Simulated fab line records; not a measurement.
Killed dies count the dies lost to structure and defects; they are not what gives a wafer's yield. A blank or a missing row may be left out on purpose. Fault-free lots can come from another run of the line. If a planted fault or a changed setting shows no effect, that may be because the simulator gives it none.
Which tool is to blame? + flow berkeleyCmos170 + Sampling: 24 lots, 72 wafers, 5 of 331 route steps

## WHAT THE GAUGES READ, wafer by wafer
UCB170_PWELL_TW_MEAS_17.
| lot  | measured    | on           | PWELL_TW          |
|------|-------------|--------------|-------------------|
| L074 | day 3 05:13 | filmMetro-03 | 382.5 384.6 383.3 |
| L075 | day 3 11:40 | filmMetro-01 | 382.1 381.3 381.7 |
| L077 | day 3 14:08 | filmMetro-01 | 378.6 379.5 380.8 |
| L076 | day 3 14:23 | filmMetro-04 | 376.9 377.4 375.0 |
| L078 | day 4 01:11 | filmMetro-03 | 382.2 383.6 383.1 |
| L079 | day 4 01:29 | filmMetro-04 | 375.5 374.9 377.5 |
| L080 | day 4 00:56 | filmMetro-04 | 376.9 377.7 377.1 |
| L081 | day 4 08:31 | filmMetro-04 | 376.8 376.5 376.7 |
| L082 | day 4 20:13 | filmMetro-03 | 382.3 381.2 382.9 |
| L083 | day 4 20:22 | filmMetro-04 | 377.0 375.8 374.9 |
| L084 | day 5 00:41 | filmMetro-03 | 383.2 383.0 383.1 |
| L085 | day 5 07:23 | filmMetro-04 | 378.9 376.6 374.4 |
| L086 | day 5 07:49 | filmMetro-01 | 379.6 381.5 379.9 |
| L087 | day 5 15:27 | filmMetro-03 | 381.7 381.3 382.7 |
| L088 | day 6 00:33 | filmMetro-01 | 380.5 379.0 380.2 |
| L089 | day 6 02:34 | filmMetro-04 | 376.5 380.0 376.9 |
| L090 | day 6 02:50 | filmMetro-03 | 382.2 382.7 379.4 |
| L091 | day 6 10:16 | filmMetro-03 | 382.3 381.7 381.0 |
| L092 | day 6 11:53 | filmMetro-01 | 380.8 381.1 379.9 |
| L093 | day 7 04:36 | filmMetro-01 | 379.6 380.1 381.2 |
| L094 | day 7 05:11 | filmMetro-03 | 383.3 380.5 383.0 |
| L095 | day 7 10:35 | filmMetro-01 | 379.0 378.8 378.0 |
| L096 | day 7 19:47 | filmMetro-04 | 371.5 372.8 376.6 |
| L097 | day 7 22:25 | filmMetro-03 | 380.9 381.1 380.8 |

UCB170_FIELD_THK_MEAS_02.
| lot  | measured    | on           | FIELD_OXIDE_THK (nm) |
|------|-------------|--------------|----------------------|
| L074 | day 4 12:32 | filmMetro-01 | 557 558 550          |
| L075 | day 5 00:50 | filmMetro-01 | 546 555 556          |
| L077 | day 5 00:50 | filmMetro-04 | 569 558 562          |
| L076 | day 5 00:49 | filmMetro-03 | 562 565 560          |
| L078 | day 5 11:53 | filmMetro-04 | 558 558 562          |
| L079 | day 5 20:42 | filmMetro-03 | 575 556 554          |
| L080 | day 5 11:55 | filmMetro-01 | 560 559 558          |
| L081 | day 5 20:41 | filmMetro-01 | 563 553 550          |
| L082 | day 6 04:52 | filmMetro-01 | 546 555 553          |
| L083 | day 6 04:53 | filmMetro-03 | 561 569 562          |
| L084 | day 6 15:16 | filmMetro-03 | 562 569 558          |
| L085 | day 6 19:38 | filmMetro-04 | 569 565 568          |
| L086 | day 6 15:17 | filmMetro-01 | 569 563 559          |
| L087 | day 7 06:51 | filmMetro-04 | 569 574 567          |
| L088 | day 7 20:11 | filmMetro-04 | 579 567 577          |
| L089 | day 7 20:11 | filmMetro-03 | 574 567 560          |
| L090 | day 7 20:11 | filmMetro-01 | 573 586 583          |
| L091 | day 8 02:02 | filmMetro-04 | 571 566 572          |
| L092 | day 8 02:06 | filmMetro-04 | 570 551 561          |
| L093 | day 8 17:10 | filmMetro-04 | 555 566 568          |
| L094 | day 8 17:11 | filmMetro-03 | 550 553 546          |
| L095 | day 9 03:04 | filmMetro-04 | 558 565 553          |
| L096 | day 9 03:04 | filmMetro-03 | 563 554 562          |
| L097 | day 9 11:17 | filmMetro-04 | 561 564 561          |

UCB170_GATE_CD_MEAS_90: target cd 350 nm.
| lot  | measured     | on       | cdNm (nm)         |
|------|--------------|----------|-------------------|
| L074 | day 6 01:42  | cdSem-02 | 350.0 351.5 350.7 |
| L075 | day 6 05:24  | cdSem-01 | 351.2 349.6 351.3 |
| L077 | day 6 05:39  | cdSem-01 | 351.5 351.2 352.5 |
| L076 | day 6 05:08  | cdSem-01 | 350.8 351.6 351.4 |
| L078 | day 7 06:13  | cdSem-02 | 349.1 349.0 349.1 |
| L079 | day 7 11:22  | cdSem-02 | 350.3 350.5 349.6 |
| L080 | day 7 06:02  | cdSem-01 | 350.9 350.0 352.8 |
| L081 | day 7 11:08  | cdSem-02 | 350.7 349.6 349.9 |
| L082 | day 7 21:21  | cdSem-02 | 348.2 348.9 350.3 |
| L083 | day 7 21:41  | cdSem-01 | 351.2 350.0 350.6 |
| L084 | day 8 11:01  | cdSem-02 | 349.3 350.1 347.7 |
| L085 | day 8 11:25  | cdSem-01 | 349.7 347.1 348.6 |
| L086 | day 8 11:09  | cdSem-02 | 349.4 348.0 349.6 |
| L087 | day 8 20:30  | cdSem-01 | 350.2 350.9 349.8 |
| L088 | day 9 08:21  | cdSem-02 | 349.8 350.4 351.6 |
| L089 | day 9 08:12  | cdSem-01 | 351.9 351.7 352.4 |
| L090 | day 9 08:23  | cdSem-01 | 348.4 346.2 348.4 |
| L091 | day 9 15:45  | cdSem-01 | 348.4 351.4 348.8 |
| L092 | day 9 16:07  | cdSem-01 | 351.5 352.2 350.9 |
| L093 | day 10 05:17 | cdSem-01 | 350.3 350.5 349.8 |
| L094 | day 10 05:34 | cdSem-01 | 349.1 347.6 347.5 |
| L095 | day 10 15:41 | cdSem-02 | 352.0 350.6 351.4 |
| L096 | day 10 15:35 | cdSem-02 | 350.0 350.7 351.3 |
| L097 | day 10 23:29 | cdSem-02 | 349.5 348.3 347.7 |

## WHICH TOOL RAN EACH LOT (tool, then ch and the chambers of the sampled wafers, then the start)
| lot  | UCB170_NWELL_STRIP_15              | UCB170_PFIELD_STRIP_08             |
|------|------------------------------------|------------------------------------|
| L074 | plasmaAsher-02 ch 0,1, day 2 07:17 | plasmaAsher-03 ch 0,1, day 4 08:03 |
| L075 | plasmaAsher-04 ch 0,1, day 2 17:43 | plasmaAsher-04 ch 0,1, day 4 18:19 |
| L077 | plasmaAsher-02 ch 0,1, day 2 22:50 | plasmaAsher-03 ch 0,1, day 4 18:53 |
| L076 | plasmaAsher-01 ch 0,1, day 2 23:04 | plasmaAsher-02 ch 0,1, day 4 19:02 |
| L078 | plasmaAsher-01 ch 0,1, day 3 07:08 | plasmaAsher-04 ch 0,1, day 5 06:10 |
| L079 | plasmaAsher-04 ch 0,1, day 3 07:17 | plasmaAsher-03 ch 0,1, day 5 14:10 |
| L080 | plasmaAsher-02 ch 0,1, day 3 09:37 | plasmaAsher-02 ch 0,1, day 5 06:28 |
| L081 | plasmaAsher-04 ch 0,1, day 3 16:39 | plasmaAsher-02 ch 1, day 5 14:31   |
| L082 | plasmaAsher-02 ch 0,1, day 3 22:20 | plasmaAsher-03 ch 0,1, day 6 00:04 |
| L083 | plasmaAsher-04 ch 0,1, day 4 01:23 | plasmaAsher-04 ch 0,1, day 6 00:34 |
| L084 | plasmaAsher-02 ch 0,1, day 4 06:33 | plasmaAsher-03 ch 0,1, day 6 10:06 |
| L085 | plasmaAsher-01 ch 0,1, day 4 13:28 | plasmaAsher-02 ch 0,1, day 6 11:58 |
| L086 | plasmaAsher-02 ch 0,1, day 4 13:34 | plasmaAsher-03 ch 0,1, day 6 11:39 |
| L087 | plasmaAsher-04 ch 0,1, day 4 20:08 | plasmaAsher-02 ch 0,1, day 7 00:42 |
| L088 | plasmaAsher-04 ch 0,1, day 5 07:32 | plasmaAsher-02 ch 0,1, day 7 11:43 |
| L089 | plasmaAsher-04 ch 0,1, day 5 12:20 | plasmaAsher-04 ch 0,1, day 7 12:03 |
| L090 | plasmaAsher-02 ch 0,1, day 5 12:50 | plasmaAsher-03 ch 0,1, day 7 11:49 |
| L091 | plasmaAsher-04 ch 0,1, day 5 16:44 | plasmaAsher-03 ch 0,1, day 7 19:01 |
| L092 | plasmaAsher-02 ch 1, day 5 21:04   | plasmaAsher-03 ch 0,1, day 7 19:28 |
| L093 | plasmaAsher-04 ch 0,1, day 6 03:07 | plasmaAsher-04 ch 0,1, day 8 12:55 |
| L094 | plasmaAsher-04 ch 0,1, day 6 10:31 | plasmaAsher-02 ch 0,1, day 8 12:41 |
| L095 | plasmaAsher-01 ch 0,1, day 6 14:47 | plasmaAsher-04 ch 1, day 8 20:02   |
| L096 | plasmaAsher-01 ch 0,1, day 6 23:18 | plasmaAsher-04 ch 0,1, day 8 23:40 |
| L097 | plasmaAsher-02 ch 0,1, day 7 06:26 | plasmaAsher-03 ch 0,1, day 9 06:16 |
- UCB170_NWELL_STRIP_15: strips in O2.
- UCB170_PFIELD_STRIP_08: strips in O2.

## WHAT THE TOOLS THEMSELVES READ (means of the sampled wafers that have a number; where no wafer has one, the mark that the record gives instead)
UCB170_NWELL_STRIP_15.
| lot  | tool           | drypumpMotorCurrentA (A) | oesProductAu (a.u.) | stripTimeToEndpointS (s) |
|------|----------------|--------------------------|---------------------|--------------------------|
| L074 | plasmaAsher-02 | 5.4                      | 0.722               | 18.03                    |
| L075 | plasmaAsher-04 | 5.2                      | 0.718               | 18.16                    |
| L077 | plasmaAsher-02 | 5.2                      | 0.725               | 18.10                    |
| L076 | plasmaAsher-01 | 5.5                      | 0.719               | 18.21                    |
| L078 | plasmaAsher-01 | 5.5                      | 0.724               | 18.03                    |
| L079 | plasmaAsher-04 | 5.0                      | 0.719               | 17.96                    |
| L080 | plasmaAsher-02 | 5.2                      | 0.722               | 17.99                    |
| L081 | plasmaAsher-04 | 5.0                      | 0.724               | 17.95                    |
| L082 | plasmaAsher-02 | 5.2                      | 0.719               | 18.12                    |
| L083 | plasmaAsher-04 | 5.0                      | 0.721               | 18.10                    |
| L084 | plasmaAsher-02 | 5.4                      | 0.717               | 18.06                    |
| L085 | plasmaAsher-01 | 5.5                      | 0.721               | 17.97                    |
| L086 | plasmaAsher-02 | 5.4                      | 0.723               | 18.05                    |
| L087 | plasmaAsher-04 | 5.2                      | 0.716               | 17.97                    |
| L088 | plasmaAsher-04 | 5.0                      | 0.725               | 18.00                    |
| L089 | plasmaAsher-04 | 5.0                      | 0.719               | 18.05                    |
| L090 | plasmaAsher-02 | 5.2                      | 0.719               | 18.04                    |
| L091 | plasmaAsher-04 | 5.2                      | 0.719               | 17.91                    |
| L092 | plasmaAsher-02 | 5.6                      | 0.724               | 17.97                    |
| L093 | plasmaAsher-04 | 5.0                      | 0.722               | 18.08                    |
| L094 | plasmaAsher-04 | 5.2                      | 0.723               | 18.05                    |
| L095 | plasmaAsher-01 | 5.4                      | 0.717               | 18.07                    |
| L096 | plasmaAsher-01 | 5.7                      | 0.720               | 17.99                    |
| L097 | plasmaAsher-02 | 5.4                      | 0.721               | 17.97                    |

UCB170_PFIELD_STRIP_08.
| lot  | tool           | drypumpMotorCurrentA (A) | oesProductAu (a.u.) | stripTimeToEndpointS (s) |
|------|----------------|--------------------------|---------------------|--------------------------|
| L074 | plasmaAsher-03 | 5.35                     | 0.736               | 21.55                    |
| L075 | plasmaAsher-04 | 4.96                     | 0.733               | 21.64                    |
| L077 | plasmaAsher-03 | 5.36                     | 0.732               | 21.61                    |
| L076 | plasmaAsher-02 | 5.41                     | 0.735               | 21.65                    |
| L078 | plasmaAsher-04 | 4.96                     | 0.733               | 21.70                    |
| L079 | plasmaAsher-03 | 5.30                     | 0.739               | 21.68                    |
| L080 | plasmaAsher-02 | 5.40                     | 0.732               | 21.67                    |
| L081 | plasmaAsher-02 | 5.59                     | 0.731               | 21.64                    |
| L082 | plasmaAsher-03 | 5.31                     | 0.733               | 21.54                    |
| L083 | plasmaAsher-04 | 5.25                     | 0.735               | 21.65                    |
| L084 | plasmaAsher-03 | 5.35                     | 0.734               | 21.59                    |
| L085 | plasmaAsher-02 | 5.22                     | 0.739               | 21.72                    |
| L086 | plasmaAsher-03 | 5.32                     | 0.732               | 21.63                    |
| L087 | plasmaAsher-02 | 5.23                     | 0.732               | 21.66                    |
| L088 | plasmaAsher-02 | 5.40                     | 0.733               | 21.61                    |
| L089 | plasmaAsher-04 | 4.97                     | 0.737               | 21.54                    |
| L090 | plasmaAsher-03 | 5.30                     | 0.738               | 21.66                    |
| L091 | plasmaAsher-03 | 5.36                     | 0.732               | 21.56                    |
| L092 | plasmaAsher-03 | 5.36                     | 0.737               | 21.59                    |
| L093 | plasmaAsher-04 | 5.24                     | 0.734               | 21.58                    |
| L094 | plasmaAsher-02 | 5.21                     | 0.734               | 21.62                    |
| L095 | plasmaAsher-04 | 5.51                     | 0.736               | 21.61                    |
| L096 | plasmaAsher-04 | 5.25                     | 0.731               | 21.60                    |
| L097 | plasmaAsher-03 | 5.31                     | 0.731               | 21.59                    |

## THE ANSWER, worked out from the rows above alone
Rule: what is usual is taken from the lots themselves. Put in order of their means at a reading, lots are off if they are a third of the lots or fewer, leave a main group of 4 or more, and stand apart from it by a gap of 3 or more times the standard deviation of the main group's means; of several such gaps the widest counts. Not used: any main group whose means are identical at the precision the tables above print for the reading. A lot without any number at a reading at which 4 lots or more have one is off too. All remaining lots with rows at the step are treated as sound. First the gauges in route order, then the tools' own readings, where a lot's mean is used as printed above. At the first step where some lot is off, the reading lying furthest off is the one used; lots without a number count as furthest.
Across all readings shown, no lot is off: no conclusion can be drawn from this.

## WHAT HAD BEEN PUT IN BY THE SIMULATOR
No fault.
